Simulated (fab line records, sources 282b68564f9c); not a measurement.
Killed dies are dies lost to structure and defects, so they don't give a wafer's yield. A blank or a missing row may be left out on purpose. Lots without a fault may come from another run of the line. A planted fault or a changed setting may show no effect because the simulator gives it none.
fab line records | flow rit_cmos
record lots=14 wafers=42 last_day=7
route steps=202 shown NLDD@104 PLDD@124 NSD@141
lots that met no fault: from a run of the same line without faults
start_h: hours from the record's first day to the start of the lot's first wafer shown | wait_h: hours since the lot's step before | " the same as in the row above | L1.1+2: a row that stands for several wafers | - no value, or no start given | * or withheld: withheld | < > ~ a bound
route shown NAME@n: a module of which the file shows steps, and the number in the route of the first | usual: mean/standard deviation of fault-free wafers | same: alike in all rows | chamber/n: place in a boat | sites: the reading at each site | _std_site: their standard deviation | _edge_site: outer sites' mean less inner sites' | radius_mm: how far each site lies from the wafer's centre | mask NAME#n: copy n | behind: the tool/chamber that last shaped the wafer | hold: why the lot was held/for how many hours/how that ended | device: the transistor (n, p or np) that didn't switch | end of line: the same wafers' tests at the end of the route | a step without rows: its recipe alone | killed: dies lost to structure and defects at the first sort, not the wafer's yield | map: a wafer's dies, x killed, . not, _ none there
set.NAME: the setting as run; set.NAME@STEP: as run at that earlier step | model.NAME: the simulator's own value behind a step, which no gauge read
steps of the route over a sample of lots; a table a step, a row a wafer
## steps
# step RIT_NLDD_COAT_01
# recipe resist=NOVOLAK spin_rpm=3250 resist_thk_nm=1000
# usual chill_plate_temp_C=22.97/0.1 dispense_pressure_kPa=46.2/0.61
# columns lot.wafer tool chamber start_h wait_h chill_plate_temp_C dispense_pressure_kPa
L357.2 litho_track-02 0 53.84 0.1 22.90 47.2
L357.3 " 0 " " 22.96 47.2
L357.5 " 0 " " 22.89 47.2
L358.4 litho_track-04 0 56.48 0.1 22.99 46.0
L358.5 " 0 " " 22.89 46.0
L358.6 " 0 " " 22.97 46.0
L359.3 litho_track-01 0 61.43 0.1 22.72 45.8
L359.4 " 0 " " 22.96 45.8
L359.5 " 0 " " 22.95 45.7
L361.2 litho_track-02 0 70.85 0.1 23.05 47.2
L361.5 " 0 " " 22.87 47.2
L361.6 " 0 " " 22.98 47.2
L362.3 litho_track-01 0 74.86 0.1 22.98 45.7
L362.4 " 0 " " 22.81 45.8
L362.5 " 0 " " 22.87 45.8
L366.2 litho_track-01 - 95.14 0.1 - -
L366.3 " - " " - -
L366.4 " - " " - -
L367.1 litho_track-02 - 99.72 0.1 - -
L367.3 " - " " - -
L367.6 " - " " - -
L368.2 litho_track-01 0 106.96 0.1 22.95 45.8
L368.3 " 0 " " 22.98 45.8
L368.5 " 0 " " 22.98 45.8
L369.1 litho_track-01 0 110.32 0.1 22.93 45.8
L369.3 " 0 " " 22.83 45.8
L369.4 " 0 " " 22.91 45.8
L371.2 litho_track-01 0 120.88 0.1 23.01 45.8
L371.3 " 0 " " 23.04 45.8
L371.4 " 0 " " 23.02 45.7
L372.1 litho_track-02 0 127.07 0.1 23.05 47.2
L372.2 " 0 " " 23.12 47.2
L372.3 " 0 " " 23.09 47.2
L374.1 litho_track-01 0 136.79 0.1 23.11 45.8
L374.2 " 0 " " 22.99 45.8
L374.5 " 0 " " 23.05 45.8
L376.1 litho_track-04 0 145.73 0.1 23.02 46.0
L376.2 " 0 " " 23.21 46.0
L376.6 " 0 " " 23.12 46.0
L377.2 litho_track-04 0 156.21 0.1 23.06 46.0
L377.3 " 0 " " 22.83 46.0
L377.6 " 0 " " 23.05 46.0
# step RIT_NLDD_OVL_MEAS_06
# usual NLDD_OVL=-1.2/1.5
# columns lot.wafer tool chamber start_h wait_h NLDD_OVL[nm]
L357.2 overlay-01 - 54.69 - -1.8
L357.3 " - " " -0.6
L357.5 " - " " -1.6
L358.4 overlay-02 - 57.25 - -2.5
L358.5 " - " " -2.2
L358.6 " - " " -3.3
L359.3 overlay-01 - 62.30 - -0.4
L359.4 " - " " 0.1
L359.5 " - " " -1.6
L361.2 overlay-02 - 71.73 - -2.3
L361.5 " - " " -0.2
L361.6 " - " " -1.9
L362.3 overlay-02 - 75.65 - 1.2
L362.4 " - " " -0.3
L362.5 " - " " 0.1
L366.2 overlay-02 - 95.82 - -
L366.3 " - " " -
L366.4 " - " " -
L367.1 overlay-01 - 100.42 - -
L367.3 " - " " -
L367.6 " - " " -
L368.2 overlay-01 - 107.77 - -3.0
L368.3 " - " " -4.0
L368.5 " - " " -1.2
L369.1 overlay-02 - 111.21 - -1.7
L369.3 " - " " -1.6
L369.4 " - " " -2.4
L371.2 overlay-02 - 121.64 - -0.9
L371.3 " - " " -1.3
L371.4 " - " " 1.5
L372.1 overlay-02 - 127.90 - -0.5
L372.2 " - " " -1.7
L372.3 " - " " -2.7
L374.1 overlay-02 - 137.62 - 1.1
L374.2 " - " " -0.6
L374.5 " - " " 0.5
L376.1 overlay-02 - 146.56 - -0.9
L376.2 " - " " -0.8
L376.6 " - " " -2.6
L377.2 overlay-02 - 157.02 - -1.0
L377.3 " - " " -0.3
L377.6 " - " " 1.0
# step RIT_PLDD_TW_MEAS_10
# usual PLDD_TW=2336/32
# columns lot.wafer tool chamber start_h wait_h PLDD_TW
L357.2 film_metro-01 - 56.75 0.1 2292
L357.3 " - " " 2301
L357.5 " - " " 2296
L358.4 film_metro-01 - 59.19 0.1 2300
L358.5 " - " " 2308
L358.6 " - " " 2315
L359.3 film_metro-02 - 64.36 0.1 2359
L359.4 " - " " 2360
L359.5 " - " " 2362
L361.2 film_metro-01 - 73.78 0.1 2300
L361.5 " - " " 2293
L361.6 " - " " 2308
L362.3 film_metro-01 - 77.71 0.1 2305
L362.4 " - " " 2302
L362.5 " - " " 2305
L366.2 film_metro-01 - 97.97 0.1 2840
L366.3 " - " " 2829
L366.4 " - " " 2817
L367.1 film_metro-03 - 102.41 0.1 2856
L367.3 " - " " 2864
L367.6 " - " " 2865
L368.2 film_metro-02 - 109.70 0.1 2366
L368.3 " - " " 2359
L368.5 " - " " 2366
L369.1 film_metro-03 - 113.26 0.1 2353
L369.3 " - " " 2359
L369.4 " - " " 2354
L371.2 film_metro-01 - 123.70 0.1 2309
L371.3 " - " " 2299
L371.4 " - " " 2304
L372.1 film_metro-01 - 129.83 0.1 2314
L372.2 " - " " 2317
L372.3 " - " " 2307
L374.1 film_metro-01 - 139.67 0.1 2311
L374.2 " - " " 2307
L374.5 " - " " 2318
L376.1 film_metro-03 - 148.49 0.1 2365
L376.2 " - " " 2361
L376.6 " - " " 2380
L377.2 film_metro-02 - 158.99 0.1 2373
L377.3 " - " " 2357
L377.6 " - " " 2376
# step RIT_NSD_TW_MEAS_10
# usual NSD_TW=3115/38
# columns lot.wafer tool chamber start_h wait_h NSD_TW
L357.2 film_metro-01 - 60.91 0.1 3064
L357.3 " - " " 3072
L357.5 " - " " 3053
L358.4 film_metro-03 - 64.90 0.1 3141
L358.5 " - " " 3155
L358.6 " - " " 3142
L359.3 film_metro-01 - 68.42 0.1 3084
L359.4 " - " " 3057
L359.5 " - " " 3059
L361.2 film_metro-03 - 77.90 0.1 3118
L361.5 " - " " 3137
L361.6 " - " " 3134
L362.3 film_metro-01 - 81.64 0.1 3047
L362.4 " - " " 3062
L362.5 " - " " 3054
L366.2 film_metro-02 - 102.19 0.1 3368
L366.3 " - " " 3349
L366.4 " - " " 3357
L367.1 film_metro-03 - 106.44 0.1 3331
L367.3 " - " " 3319
L367.6 " - " " 3323
L368.2 film_metro-02 - 113.78 0.1 3152
L368.3 " - " " 3138
L368.5 " - " " 3148
L369.1 film_metro-02 - 117.30 0.1 3154
L369.3 " - " " 3147
L369.4 " - " " 3150
L371.2 film_metro-01 - 127.61 0.1 3073
L371.3 " - " " 3075
L371.4 " - " " 3075
L372.1 film_metro-01 - 133.78 0.1 3062
L372.2 " - " " 3073
L372.3 " - " " 3066
L374.1 film_metro-01 - 143.75 0.1 3064
L374.2 " - " " 3051
L374.5 " - " " 3056
L376.1 film_metro-02 - 152.61 0.1 3157
L376.2 " - " " 3145
L376.6 " - " " 3150
L377.2 film_metro-03 - 163.16 0.1 3139
L377.3 " - " " 3157
L377.6 " - " " 3144
## key
first_sign step=RIT_NLDD_COAT_01 reading=tool_record direction=missing
effect step=RIT_NLDD_OVL_MEAS_06 reading=NLDD_OVL direction=missing
effect step=RIT_PLDD_TW_MEAS_10 reading=PLDD_TW direction=up sigmas=16 usual=2336 struck=2845
effect step=RIT_NSD_TW_MEAS_10 reading=NSD_TW direction=up sigmas=5.9 usual=3115 struck=3341
met_at RIT_NLDD_COAT_01
struck_lots L366,L367
sort_left_out L366.2,L366.3,L366.4,L367.1,L367.3,L367.6
tester_left_out L366,L367
onset_between 74.86 95.14
fault kind=skipped_step_whole tool=litho_track-01,litho_track-02 chamber=- onset_h=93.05 steps=RIT_NLDD_COAT_01 scope=struck_lots_only
# tester_left_out: of these lots the tester's yield and bins aren't shown, on N5 and GAA mostly nor the transistor test; their killed dies are dies lost to structure and defects alone, not to doping, threshold or leakage, so they don't give the yield
# sort_left_out: the simulated sort isn't trusted on such a fault, so these wafers' sort isn't shown, and their yield isn't known
